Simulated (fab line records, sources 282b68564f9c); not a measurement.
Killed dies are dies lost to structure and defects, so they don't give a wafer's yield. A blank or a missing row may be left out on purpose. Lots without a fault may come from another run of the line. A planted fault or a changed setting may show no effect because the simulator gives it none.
fab line records | flow rit_cmos
record lots=7 wafers=21 last_day=6
route steps=202 shown PLDD@116 SPACER@125 NSD@131 PSD@142 SDANNEAL@153 M1@202
lots that met no fault: from a run of the same line without faults
start_h: hours from the record's first day to the start of the lot's first wafer shown | wait_h: hours since the lot's step before | " the same as in the row above | L1.1+2: a row that stands for several wafers | - no value, or no start given | * or withheld: withheld | < > ~ a bound
route shown NAME@n: a module of which the file shows steps, and the number in the route of the first | usual: mean/standard deviation of fault-free wafers | same: alike in all rows | chamber/n: place in a boat | sites: the reading at each site | _std_site: their standard deviation | _edge_site: outer sites' mean less inner sites' | radius_mm: how far each site lies from the wafer's centre | mask NAME#n: copy n | behind: the tool/chamber that last shaped the wafer | hold: why the lot was held/for how many hours/how that ended | device: the transistor (n, p or np) that didn't switch | end of line: the same wafers' tests at the end of the route | a step without rows: its recipe alone | killed: dies lost to structure and defects at the first sort, not the wafer's yield | map: a wafer's dies, x killed, . not, _ none there
set.NAME: the setting as run; set.NAME@STEP: as run at that earlier step | model.NAME: the simulator's own value behind a step, which no gauge read
lots at some steps of the route; a table a step, a row a wafer
services: from which hour (start_h, from the record's first day; less than 0 if before it) a tool's chamber was out of use, for how many hours, and why
## steps
# step RIT_PLDD_SOFTBAKE_02
# recipe resist=NOVOLAK temp_c=90 time_s=60
# step RIT_PLDD_EXPOSE_03
# recipe mask_id=M8 na=0.57 target_cd_nm=40900 dose_mj=250
# step RIT_PLDD_PEB_04
# recipe resist=NOVOLAK temp_c=withheld time_s=withheld
# step RIT_PLDD_DEVELOP_05
# recipe resist=NOVOLAK develop_time_s=50 dev_temp_c=23
# step RIT_PLDD_OVL_MEAS_06
# usual PLDD_OVL=0.8/1.3
# columns lot.wafer tool chamber start_h wait_h PLDD_OVL[nm]
L678.2 overlay-01 - 64.72 - 1.3
L678.3 " - " " 1.3
L678.5 " - " " -0.8
L679.2 overlay-01 - 67.27 - 0.3
L679.5 " - " " 2.3
L679.6 " - " " 2.2
L684.2 overlay-02 - 94.27 - 1.3
L684.5 " - " " 0.1
L684.6 " - " " -1.0
L687.2 overlay-02 - 108.42 - 1.3
L687.5 " - " " 1.7
L687.6 " - " " 1.8
L688.1 overlay-02 - 112.88 - 1.3
L688.3 " - " " 1.1
L688.4 " - " " -0.9
L689.1 overlay-01 - 118.18 - 1.1
L689.4 " - " " -0.7
L689.5 " - " " 0.3
L690.2 overlay-01 - 124.13 - 1.9
L690.3 " - " " 0.2
L690.6 " - " " 2.4
# step RIT_PLDD_HARDBAKE_07
# recipe resist=NOVOLAK temp_c=140 time_s=60
# step RIT_PLDD_IMPLANT_08
# recipe species=BF2 energy_kev=20 dose_cm2=9e+14 tilt_deg=7
# step RIT_PLDD_STRIP_09
# recipe chemistry=O2 time_s=180 resist=NOVOLAK platen_temp_c=withheld power_w=500 pressure_mtorr=4000 o2_flow_sccm=4000
# usual drypump_motor_current_A=5.61/0.19
# same time_s=180
# columns lot.wafer tool chamber start_h wait_h drypump_motor_current_A rf_hours_counter_h
L678.2 plasma_asher-01 0 65.08 0.1 5.90 43
L678.3 " 1 " " 5.41 -
L678.5 " 0 " " 5.90 -
L679.2 plasma_asher-01 0 67.60 0.1 5.89 43
L679.5 " 1 " " 5.45 -
L679.6 " 0 " " 5.89 -
L684.2 plasma_asher-01 1 94.60 0.1 5.43 46
L684.5 " 0 " " 5.88 -
L684.6 " 1 " " 5.39 -
L687.2 plasma_asher-02 1 108.75 0.1 5.74 49
L687.5 " 1 " " 5.73 -
L687.6 " 0 " " 5.63 -
L688.1 plasma_asher-03 0 113.22 0.1 5.53 32
L688.3 " 1 " " 5.40 -
L688.4 " 0 " " 5.52 -
L689.1 plasma_asher-02 0 118.52 0.1 5.61 50
L689.4 " 0 " " 5.61 -
L689.5 " 1 " " 5.76 -
L690.2 plasma_asher-02 1 124.46 0.1 5.75 51
L690.3 " 0 " " 5.63 -
L690.6 " 0 " " 5.63 -
# step RIT_PLDD_TW_MEAS_10
# usual PLDD_TW=2346/15
# columns lot.wafer tool chamber start_h wait_h PLDD_TW
L678.2 film_metro-02 - 65.26 0.1 2355
L678.3 " - " " 2358
L678.5 " - " " 2368
L679.2 film_metro-02 - 67.78 0.1 2371
L679.5 " - " " 2372
L679.6 " - " " 2362
L684.2 film_metro-04 - 94.78 0.1 2340
L684.5 " - " " 2343
L684.6 " - " " 2330
L687.2 film_metro-04 - 108.93 0.1 2333
L687.5 " - " " 2318
L687.6 " - " " 2319
L688.1 film_metro-04 - 113.39 0.1 2325
L688.3 " - " " 2337
L688.4 " - " " 2326
L689.1 film_metro-02 - 118.69 0.1 2348
L689.4 " - " " 2341
L689.5 " - " " 2357
L690.2 film_metro-01 - 124.65 0.1 2349
L690.3 " - " " 2344
L690.6 " - " " 2358
# step RIT_SPACER_CLEAN_00
# recipe chemistry=SC1 mix=3:3:50 time_s=600 temp_c=75
# step RIT_SPACER_CLEAN_01
# recipe chemistry=dHF dilution=50:1 time_s=30
# step RIT_SPACER_CLEAN_02
# recipe chemistry=SC2 mix=3:3:50 time_s=600 temp_c=75 dry=n2_spin
# step RIT_SPACER_CVD_03
# recipe material=Si3N4 target_thk_nm=250 temp_c=810 precursor=SiH2Cl2/NH3 time_s=3300 pressure_mtorr=300 sih2cl2_flow_sccm=60 nh3_flow_sccm=150
# usual nh3_flow_sccm=150.0/0.47
# same time_s=3300
# columns lot.wafer tool chamber start_h wait_h nh3_flow_sccm
L678.2 lpcvd-01 1 65.68 0.0 150.2
L678.3 " 1 " " 150.1
L678.5 " 1 " " 149.9
L679.2 lpcvd-01 1 68.20 0.0 150.7
L679.5 " 1 " " 150.3
L679.6 " 1 " " 150.5
L684.2 lpcvd-01 1 95.89 0.7 150.0
L684.5 " 1 " " 150.3
L684.6 " 1 " " 149.9
L687.2 lpcvd-01 1 109.35 0.0 150.0
L687.5 " 1 " " 150.5
L687.6 " 1 " " 150.5
L688.1 lpcvd-01 1 113.84 0.0 150.4
L688.3 " 1 " " 150.3
L688.4 " 1 " " 149.8
L689.1 lpcvd-01 1 119.19 0.0 149.9
L689.4 " 1 " " 149.9
L689.5 " 1 " " 151.0
L690.2 lpcvd-02 0 125.06 0.0 150.2
L690.3 " 0 " " 149.6
L690.6 " 0 " " 150.3
# step RIT_SPACER_THK_MEAS_04
# recipe reads=Si3N4_of_SPACER_CVD_03
# usual SPACER_NITRIDE_THK=250.0/2.2
# columns lot.wafer tool chamber start_h wait_h SPACER_NITRIDE_THK[nm]
L678.2 film_metro-01 - 67.60 0.0 248.7
L678.3 " - " " 249.4
L678.5 " - " " 249.0
L679.2 film_metro-02 - 70.13 0.0 248.6
L679.5 " - " " 246.6
L679.6 " - " " 249.6
L684.2 film_metro-02 - 97.82 0.0 249.3
L684.5 " - " " 248.4
L684.6 " - " " 248.4
L687.2 film_metro-01 - 111.27 0.0 247.5
L687.5 " - " " 248.0
L687.6 " - " " 249.8
L688.1 film_metro-02 - 115.78 0.0 247.5
L688.3 " - " " 248.6
L688.4 " - " " 249.2
L689.1 film_metro-03 - 121.10 0.0 252.4
L689.4 " - " " 254.2
L689.5 " - " " 254.2
L690.2 film_metro-03 - 126.99 0.0 250.6
L690.3 " - " " 249.7
L690.6 " - " " 248.8
# step RIT_SPACER_ETCHBACK_05
# recipe target_depth_a=2500 SF6_flow_sccm=30 CHF3_flow_sccm=30 target=Si3N4 chemistry=SF6/CHF3 pressure_mtorr=40 rf_w=250 time_s=240 stop_on=SiO2
# usual drypump_motor_current_A=5.8/0.34 oes_product_au=0.846/0.012 throttle_valve_pct=10.27/0.12
# same time_s=240
# columns lot.wafer tool chamber start_h wait_h drypump_motor_current_A oes_product_au rf_hours_counter_h throttle_valve_pct
L678.2 rie_diel-03 0 67.65 0.0 5.8 0.844 47 10.23
L678.3 " 2 " " 5.8 0.841 6 10.25
L678.5 " 0 " " 5.8 0.841 - 10.23
L679.2 rie_diel-01 2 70.18 0.0 6.5 0.843 142 10.50
L679.5 " 3 " " 5.2 0.858 - 10.34
L679.6 " 2 " " 6.5 0.837 - 10.51
L684.2 rie_diel-04 2 97.87 0.0 5.8 0.844 12 10.23
L684.5 " 0 " " 6.2 0.840 - 10.05
L684.6 " 1 " " 5.2 0.848 - 10.28
L687.2 rie_diel-01 2 111.32 0.0 6.5 0.837 143 10.48
L687.5 " 0 " " 5.7 0.857 - 10.35
L687.6 " 2 " " 6.5 0.840 - 10.49
L688.1 rie_diel-04 0 115.84 0.1 6.3 0.839 2 10.06
L688.3 " 3 " " 5.7 0.843 69 10.41
L688.4 " 2 " " 5.9 0.832 13 10.25
L689.1 rie_diel-03 0 121.16 0.1 5.8 0.847 49 10.24
L689.4 " 0 " " 5.8 0.856 - 10.24
L689.5 " 3 " " 5.8 0.863 - 10.26
L690.2 rie_diel-03 2 127.04 0.0 5.9 0.846 7 10.25
L690.3 " 3 " " 5.8 0.848 28 10.26
L690.6 " 2 " " 5.9 0.840 - 10.26
# step RIT_NSD_HMDS_00
# recipe prime_time_s=60 prime_temp_c=140
# step RIT_NSD_COAT_01
# recipe resist=NOVOLAK spin_rpm=3250 resist_thk_nm=1000
# step RIT_NSD_SOFTBAKE_02
# recipe resist=NOVOLAK temp_c=90 time_s=60
# step RIT_NSD_EXPOSE_03
# recipe mask_id=M9 na=0.57 target_cd_nm=40700 dose_mj=250
# step RIT_NSD_PEB_04
# recipe resist=NOVOLAK temp_c=withheld time_s=withheld
# step RIT_NSD_DEVELOP_05
# recipe resist=NOVOLAK develop_time_s=50 dev_temp_c=23
# step RIT_NSD_OVL_MEAS_06
# usual NSD_OVL=0.6/1.2
# columns lot.wafer tool chamber start_h wait_h NSD_OVL[nm]
L678.2 overlay-02 - 68.66 - 1.3
L678.3 " - " " 1.4
L678.5 " - " " 0.5
L679.2 overlay-02 - 71.34 - 0.2
L679.5 " - " " 1.4
L679.6 " - " " 1.0
L684.2 overlay-01 - 98.87 - 1.2
L684.5 " - " " 0.4
L684.6 " - " " 0.1
L687.2 overlay-01 - 112.33 - 0.1
L687.5 " - " " 0.4
L687.6 " - " " 3.1
L688.1 overlay-01 - 117.23 - 0.8
L688.3 " - " " 1.1
L688.4 " - " " -0.8
L689.1 overlay-02 - 122.16 - 0.2
L689.4 " - " " -0.5
L689.5 " - " " -1.9
L690.2 overlay-01 - 128.04 - 3.1
L690.3 " - " " 1.2
L690.6 " - " " 1.2
# step RIT_NSD_HARDBAKE_07
# recipe resist=NOVOLAK temp_c=140 time_s=60
# step RIT_NSD_IMPLANT_08
# recipe species=P energy_kev=25 dose_cm2=1e+15 tilt_deg=7
# step RIT_NSD_STRIP_09
# recipe chemistry=O2 time_s=180 resist=NOVOLAK platen_temp_c=withheld power_w=500 pressure_mtorr=4000 o2_flow_sccm=4000
# usual drypump_motor_current_A=5.8/0.35
# same time_s=180
# columns lot.wafer tool chamber start_h wait_h drypump_motor_current_A rf_hours_counter_h
L678.2 plasma_asher-02 0 68.99 0.1 5.6 44
L678.3 " 0 " " 5.6 -
L678.5 " 1 " " 5.8 -
L679.2 plasma_asher-01 1 71.67 0.1 5.4 43
L679.5 " 1 " " 5.4 -
L679.6 " 0 " " 5.9 -
L684.2 plasma_asher-01 1 99.20 0.1 5.5 47
L684.5 " 1 " " 5.4 -
L684.6 " 0 " " 5.9 -
L687.2 plasma_asher-02 1 112.66 0.1 5.8 50
L687.5 " 1 " " 5.8 -
L687.6 " 0 " " 5.6 -
L688.1 plasma_asher-01 1 117.63 0.1 5.4 49
L688.3 " 1 " " 5.4 -
L688.4 " 0 " " 5.9 -
L689.1 plasma_asher-01 1 122.50 0.1 5.4 50
L689.4 " 0 " " 5.9 -
L689.5 " 1 " " 5.4 -
L690.2 plasma_asher-01 1 128.55 0.1 5.4 51
L690.3 " 0 " " 5.9 -
L690.6 " 0 " " 5.9 -
# step RIT_NSD_TW_MEAS_10
# usual NSD_TW=3113/17
# columns lot.wafer tool chamber start_h wait_h NSD_TW
L678.2 film_metro-02 - 69.18 0.1 3146
L678.3 " - " " 3130
L678.5 " - " " 3155
L679.2 film_metro-01 - 71.86 0.1 3115
L679.5 " - " " 3113
L679.6 " - " " 3124
L684.2 film_metro-04 - 99.39 0.1 3102
L684.5 " - " " 3086
L684.6 " - " " 3084
L687.2 film_metro-01 - 112.85 0.1 3104
L687.5 " - " " 3090
L687.6 " - " " 3109
L688.1 film_metro-04 - 117.81 0.1 3097
L688.3 " - " " 3085
L688.4 " - " " 3087
L689.1 film_metro-04 - 122.67 0.1 3093
L689.4 " - " " 3075
L689.5 " - " " 3095
L690.2 film_metro-02 - 128.74 0.1 3126
L690.3 " - " " 3126
L690.6 " - " " 3123
# step RIT_PSD_HMDS_00
# recipe prime_time_s=60 prime_temp_c=140
# step RIT_PSD_COAT_01
# recipe resist=NOVOLAK spin_rpm=3250 resist_thk_nm=1000
# step RIT_PSD_SOFTBAKE_02
# recipe resist=NOVOLAK temp_c=90 time_s=60
# step RIT_PSD_EXPOSE_03
# recipe mask_id=M10 na=0.57 target_cd_nm=40900 dose_mj=250
# step RIT_PSD_PEB_04
# recipe resist=NOVOLAK temp_c=withheld time_s=withheld
# step RIT_PSD_DEVELOP_05
# recipe resist=NOVOLAK develop_time_s=50 dev_temp_c=23
# step RIT_PSD_OVL_MEAS_06
# usual PSD_OVL=0.8/1.7
# columns lot.wafer tool chamber start_h wait_h PSD_OVL[nm]
L678.2 overlay-01 - 70.21 - 2.8
L678.3 " - " " 4.1
L678.5 " - " " 4.2
L679.2 overlay-02 - 72.76 - 1.3
L679.5 " - " " -0.7
L679.6 " - " " 0.4
L684.2 overlay-02 - 100.29 - -1.0
L684.5 " - " " 1.3
L684.6 " - " " 1.3
L687.2 overlay-01 - 113.88 - -1.8
L687.5 " - " " -0.6
L687.6 " - " " -1.7
L688.1 overlay-02 - 118.72 - 1.2
L688.3 " - " " 2.1
L688.4 " - " " 0.6
L689.1 overlay-02 - 123.74 - 1.8
L689.4 " - " " 0.6
L689.5 " - " " 0.7
L690.2 overlay-02 - 129.77 - -1.6
L690.3 " - " " -3.5
L690.6 " - " " -1.2
# step RIT_PSD_HARDBAKE_07
# recipe resist=NOVOLAK temp_c=140 time_s=60
# step RIT_PSD_IMPLANT_08
# recipe species=BF2 energy_kev=27 dose_cm2=5e+15 tilt_deg=7
# step RIT_PSD_STRIP_09
# recipe chemistry=O2 time_s=180 resist=NOVOLAK platen_temp_c=withheld power_w=500 pressure_mtorr=4000 o2_flow_sccm=4000
# usual drypump_motor_current_A=5.6/0.35
# same time_s=180
# columns lot.wafer tool chamber start_h wait_h drypump_motor_current_A rf_hours_counter_h
L678.2 plasma_asher-01 1 70.54 0.1 5.4 43
L678.3 " 1 " " 5.4 -
L678.5 " 0 " " 5.9 -
L679.2 plasma_asher-04 0 73.09 0.1 5.5 43
L679.5 " 1 " " 6.5 -
L679.6 " 0 " " 5.4 -
L684.2 plasma_asher-01 0 100.62 0.1 5.9 47
L684.5 " 1 " " 5.4 -
L684.6 " 0 " " 5.9 -
L687.2 plasma_asher-03 1 114.21 0.1 5.4 32
L687.5 " 0 " " 5.5 -
L687.6 " 1 " " 5.4 -
L688.1 plasma_asher-04 0 119.06 0.1 5.5 0
L688.3 " 1 " " 6.4 -
L688.4 " 0 " " 5.5 -
L689.1 plasma_asher-01 0 124.08 0.1 5.9 50
L689.4 " 0 " " 5.9 -
L689.5 " 1 " " 5.4 -
L690.2 plasma_asher-01 1 130.10 0.1 5.4 51
L690.3 " 0 " " 5.9 -
L690.6 " 1 " " 5.4 -
# step RIT_PSD_TW_MEAS_10
# usual PSD_TW=3428/24
# columns lot.wafer tool chamber start_h wait_h PSD_TW
L678.2 film_metro-02 - 70.72 0.1 3432
L678.3 " - " " 3452
L678.5 " - " " 3455
L679.2 film_metro-02 - 73.28 0.1 3451
L679.5 " - " " 3467
L679.6 " - " " 3481
L684.2 film_metro-01 - 100.81 0.1 3417
L684.5 " - " " 3418
L684.6 " - " " 3398
L687.2 film_metro-02 - 114.39 0.1 3439
L687.5 " - " " 3439
L687.6 " - " " 3431
L688.1 film_metro-02 - 119.23 0.1 3411
L688.3 " - " " 3422
L688.4 " - " " 3430
L689.1 film_metro-02 - 124.25 0.1 3418
L689.4 " - " " 3453
L689.5 " - " " 3446
L690.2 film_metro-02 - 130.28 0.1 3460
L690.3 " - " " 3434
L690.6 " - " " 3431
# step RIT_SDANNEAL_CLEAN_00
# recipe chemistry=SC1 mix=3:3:50 time_s=600 temp_c=75
# step RIT_SDANNEAL_CLEAN_01
# recipe chemistry=dHF dilution=50:1 time_s=30
# step RIT_SDANNEAL_CLEAN_02
# recipe chemistry=SC2 mix=3:3:50 time_s=600 temp_c=75 dry=n2_spin
# step RIT_SDANNEAL_RTA_03
# recipe temp_c=1050 time_s=5 idle_temp_c=600 ramp_up_c_per_s=342 ramp_down_c_per_s=171 cool_to_c=600 ambient=N2
# usual wafer_temp_C_max=1053.6/1.3
# same time_s=5
# columns lot.wafer tool chamber start_h wait_h wafer_temp_C_max
L678.2 rtp_anneal-01 0 71.15 0.0 1055.5
L678.3 " 0 " " 1051.7
L678.5 " 0 " " 1054.2
L679.2 rtp_anneal-02 0 73.70 0.0 1053.2
L679.5 " 0 " " 1057.5
L679.6 " 0 " " 1051.3
L684.2 rtp_anneal-01 0 101.24 0.0 1053.4
L684.5 " 0 " " 1054.2
L684.6 " 0 " " 1051.7
L687.2 rtp_anneal-02 0 114.82 0.0 1053.3
L687.5 " 0 " " 1053.2
L687.6 " 0 " " 1054.2
L688.1 rtp_anneal-01 0 119.69 0.0 1053.4
L688.3 " 0 " " 1054.4
L688.4 " 0 " " 1053.1
L689.1 rtp_anneal-02 0 124.68 0.0 1052.2
L689.4 " 0 " " 1055.6
L689.5 " 0 " " 1052.4
L690.2 rtp_anneal-01 0 130.77 0.0 1051.7
L690.3 " 0 " " 1052.9
L690.6 " 0 " " 1054.0
# step RIT_SDANNEAL_RS_MEAS_04
# recipe thk_meas_gauge=four-point-probe
# usual PSD_RS=115.93/0.3
# columns lot.wafer tool chamber start_h wait_h PSD_RS[ohm/sq]
L678.2 film_metro-01 - 71.22 0.1 116.07
L678.3 " - " " 115.44
L678.5 " - " " 116.00
L679.2 film_metro-02 - 73.77 0.1 116.28
L679.5 " - " " 115.87
L679.6 " - " " 116.10
L684.2 film_metro-02 - 101.30 0.1 115.96
L684.5 " - " " 115.87
L684.6 " - " " 115.84
L687.2 film_metro-01 - 114.89 0.1 115.98
L687.5 " - " " 115.58
L687.6 " - " " 115.89
L688.1 film_metro-01 - 119.75 0.0 115.98
L688.3 " - " " 116.08
L688.4 " - " " 115.70
L689.1 film_metro-02 - 124.74 0.0 115.99
L689.4 " - " " 116.08
L689.5 " - " " 116.11
L690.2 film_metro-01 - 130.84 0.1 115.57
L690.3 " - " " 115.57
L690.6 " - " " 116.00
# step RIT_M1_PROBE_99
# usual killed_at_front_end=6.8/2.7 killed_dies=6.8/2.7 killed_on_rim=1.7/1.2 killed_open=3.4/1.8 killed_short=3.5/1.7
# same gross_dies=264 killed_at_M0_to_M3=0 killed_at_M4_up=0 killed_at_back_side=0 killed_at_contacts=0 killed_at_other=0
# columns lot.wafer tool chamber start_h wait_h killed_at_front_end killed_dies killed_on_rim killed_open killed_short
L678.2 prober-02 - 78.75 0.1 8 8 5 4 4
L678.3 prober-02 - 78.80 0.2 14 14 4 9 5
L678.5 prober-02 - 78.90 0.2 9 9 3 4 5
L679.2 prober-01 - 81.19 0.1 7 7 2 2 5
L679.5 prober-01 - 81.34 0.2 6 6 1 0 6
L679.6 prober-01 - 81.39 0.2 7 7 3 3 4
L684.2 prober-01 - 128.25 0.9 7 7 2 6 1
L684.5 prober-01 - 128.40 1.0 7 7 4 2 5
L684.6 prober-01 - 128.45 1.0 6 6 2 3 3
L688.1 prober-01 - 128.80 1.5 18 18 9 5 3
L688.3 prober-01 - 128.90 1.5 23 23 9 4 5
L688.4 prober-01 - 128.95 1.6 22 22 10 4 6
L687.2 prober-01 - 129.15 1.7 22 22 12 4 8
L687.5 prober-01 - 129.30 1.8 13 13 8 4 2
L687.6 prober-01 - 129.35 1.8 13 13 9 1 1
L689.1 prober-01 - 132.10 0.1 19 19 9 3 3
L689.4 prober-01 - 132.25 0.2 13 13 7 3 2
L689.5 prober-01 - 132.30 0.2 22 22 9 4 6
L690.2 prober-01 - 138.36 0.1 6 6 1 2 4
L690.3 prober-01 - 138.41 0.2 6 6 2 5 1
L690.6 prober-01 - 138.56 0.2 7 7 2 5 2
# killed by level:class
L678.2 FOX1:geometric_particle:open=2 FOX1:geometric_particle:short=2 GATE:geometric_particle:short=1 GATE:geometric_particle:open=1 REOX:geometric_particle:short=1 REOX:geometric_particle:open=1
L678.3 FOX1:geometric_particle:short=3 GATE:geometric_particle:open=3 SPACER:geometric_particle:open=3 FOX1:geometric_particle:open=1 FOX2:geometric_particle:open=1 GATE:geometric_particle:short=1 REOX:geometric_particle:open=1 SPACER:geometric_particle:short=1
L678.5 REOX:geometric_particle:short=3 FOX1:geometric_particle:open=1 FOX1:geometric_particle:short=1 GATE:geometric_particle:open=1 SPACER:geometric_particle:short=1 SPACER:geometric_particle:open=1 SILICIDE:geometric_particle:open=1
L679.2 GATE:geometric_particle:short=3 FOX1:geometric_particle:short=1 FOX2:geometric_particle:open=1 GATE:geometric_particle:open=1 SPACER:geometric_particle:short=1
L679.5 GATE:geometric_particle:short=3 REOX:geometric_particle:short=1 SPACER:geometric_particle:short=1 SILICIDE:geometric_particle:short=1
L679.6 FOX2:geometric_particle:short=2 GATE:geometric_particle:open=2 GATE:geometric_particle:short=1 REOX:geometric_particle:short=1 REOX:geometric_particle:open=1
L684.2 GATE:geometric_particle:open=3 FOX1:geometric_particle:open=2 FOX2:geometric_particle:short=1 SILICIDE:geometric_particle:open=1
L684.5 GATE:geometric_particle:short=3 FOX1:geometric_particle:short=2 FOX1:geometric_particle:open=1 GATE:geometric_particle:open=1
L684.6 GATE:geometric_particle:open=2 GATE:geometric_particle:short=2 FOX1:geometric_particle:open=1 SPACER:geometric_particle:short=1
L688.1 SPACER:unspecified=10 GATE:geometric_particle:short=3 FOX1:geometric_particle:open=2 SPACER:geometric_particle:open=2 GATE:geometric_particle:open=1
L688.3 SPACER:unspecified=14 GATE:geometric_particle:open=4 REOX:geometric_particle:short=3 FOX2:geometric_particle:short=1 GATE:geometric_particle:short=1
L688.4 SPACER:unspecified=12 GATE:geometric_particle:short=3 GATE:geometric_particle:open=2 FOX2:geometric_particle:short=1 REOX:geometric_particle:open=1 SPACER:geometric_particle:short=1 SPACER:geometric_particle:open=1 SILICIDE:geometric_particle:short=1
L687.2 SPACER:unspecified=10 FOX1:geometric_particle:short=3 GATE:geometric_particle:short=2 SPACER:geometric_particle:short=2 FOX1:geometric_particle:open=1 GATE:geometric_particle:open=1 REOX:geometric_particle:open=1 REOX:geometric_particle:short=1
L687.5 SPACER:unspecified=7 REOX:geometric_particle:short=2 SILICIDE:geometric_particle:open=2 GATE:geometric_particle:open=1 SPACER:geometric_particle:open=1
L687.6 SPACER:unspecified=11 REOX:geometric_particle:open=1 REOX:geometric_particle:short=1
L689.1 SPACER:unspecified=13 GATE:geometric_particle:short=2 GATE:geometric_particle:open=2 FOX2:geometric_particle:short=1 REOX:geometric_particle:open=1
L689.4 SPACER:unspecified=8 FOX1:geometric_particle:open=1 FOX2:geometric_particle:open=1 GATE:geometric_particle:short=1 REOX:geometric_particle:open=1 SPACER:geometric_particle:short=1
L689.5 SPACER:unspecified=12 FOX2:geometric_particle:short=2 GATE:geometric_particle:open=2 SPACER:geometric_particle:short=2 GATE:geometric_particle:short=1 REOX:geometric_particle:open=1 SPACER:geometric_particle:open=1 SILICIDE:geometric_particle:short=1
L690.2 FOX1:geometric_particle:short=2 FOX1:geometric_particle:open=1 GATE:geometric_particle:short=1 SPACER:geometric_particle:short=1 SPACER:geometric_particle:open=1
L690.3 FOX1:geometric_particle:open=2 FOX2:geometric_particle:short=1 GATE:geometric_particle:open=1 REOX:geometric_particle:open=1 SILICIDE:geometric_particle:open=1
L690.6 FOX1:geometric_particle:open=3 GATE:geometric_particle:short=1 REOX:geometric_particle:open=1 SPACER:geometric_particle:short=1 SPACER:geometric_particle:open=1
# map L687.2 (x killed, . not)
________xxxx..._______
_____.xxxxx.......____
____...x...........___
___..x..............__
__..................._
__......x............_
_....................x
_x....x...............
_.....................
_.....................
__.....x............x_
__...............x..._
___..........x......__
____.x.x...........___
_____.............____
________....x.._______
# map L688.3 (x killed, . not)
________xxxx.x._______
_____x.xxx.x......____
____..x.xxx..x.....___
___.....x...........__
__..................._
__x...............x.._
_.....................
_..x..................
_.....................
_..................x..
__..............x...._
__..................._
___.................__
____...x.......x...___
_____.............____
________......._______
## services
# columns tool chamber start_h hours kind
rie_diel-03 0 46.53 12.1 repair
rtp_anneal-01 - 66.52 0.7 pm
plasma_asher-04 - 78.79 21.3 repair
rie_diel-04 2 81.18 1.7 repair
rie_diel-01 3 95.37 2.0 repair
rie_diel-03 1 105.81 - clean
rie_diel-03 1 105.81 32.3 scheduled_down
rie_diel-03 1 105.81 32.3 vent_cycle
rie_diel-01 1 107.04 16.2 repair
plasma_asher-04 - 108.75 9.0 pm
plasma_asher-04 0 108.75 9.0 vent_cycle
plasma_asher-04 1 108.75 9.0 vent_cycle
plasma_asher-04 0 117.75 - clean
plasma_asher-04 1 117.75 - clean
plasma_asher-02 - 126.35 4.3 pm
## key
first_sign step=RIT_M1_PROBE_99 reading=killed_at_front_end direction=up sigmas=4.2 usual=6.8 struck=18.3
effect step=RIT_M1_PROBE_99 reading=killed_dies direction=up sigmas=4.2 usual=6.8 struck=18.3
met_at RIT_SPACER_CVD_03
struck_wafers L687.2,L687.5,L687.6,L688.1,L688.3,L688.4,L689.1,L689.4,L689.5
tester_left_out L687,L688,L689
onset_between 95.89 109.35
fault kind=chamber_particle_source tool=lpcvd-01 chamber=1 onset_h=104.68 steps=RIT_SPACER_CVD_03 rate_per_visit_cm2=0.50478 end_h=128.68
# tester_left_out: of these lots the tester's yield and bins aren't shown, on N5 and GAA mostly nor the transistor test; their killed dies are dies lost to structure and defects alone, not to doping, threshold or leakage, so they don't give the yield
